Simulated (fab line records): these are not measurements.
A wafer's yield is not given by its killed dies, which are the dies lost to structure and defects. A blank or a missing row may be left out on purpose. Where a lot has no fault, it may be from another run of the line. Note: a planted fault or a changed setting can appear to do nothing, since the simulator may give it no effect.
Chamber matching | flow berkeley-cmos170 | 4 sister chambers for UCB170_ACTIVE_ETCH_15 on rie-diel-02
The step etches Si3N4 in CH3F/Ar/O2, stops on SiO2, target depth 242 nm, time 151 s. 4 wafers are shown with their chamber, then 7 later ones without.

== WAFERS WITH THEIR CHAMBER ==
wafer  | chamber | throttle-valve-pct (%)
L794.5 | 3       | 8.32
L795.4 | 0       | 8.09
L796.2 | 2       | 7.91
L796.4 | 1       | 7.87

== WAFERS WITHOUT THEIR CHAMBER ==
wafer  | throttle-valve-pct (%)
L796.6 | 7.86
L802.2 | 7.87
L802.3 | 7.89
L802.6 | 8.07
L804.1 | 7.87
L804.5 | 8.07
L804.6 | 8.33

== THE CHAMBER EACH PASSED THROUGH ==
wafer  | from the rows above     | in truth
L796.6 | 1                       | 1
L802.2 | 1                       | 1
L802.3 | can't be placed: 1 or 2 | 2
L802.6 | 0                       | 0
L804.1 | 1                       | 1
L804.5 | 0                       | 0
L804.6 | 3                       | 3
Correct placement for 6 of the 7. Unplaceable from these rows: 1, with the true chamber sitting among the candidates in 1. Number placed wrongly: 0.
How it was worked out, from the rows above alone: a wafer's distance from a chamber is the root of the sum, over the readings, of the square of ((its reading less the chamber's mean) divided by the reading's scatter). If the next closest chamber is less than 2 further off than the closest, the wafer can't be placed; otherwise it belongs to the closest. Each chamber's mean is taken over the wafers shown for it. The scatter: root of mean squared gap, hidden wafer to nearest shown wafer, with one shown wafer a chamber.
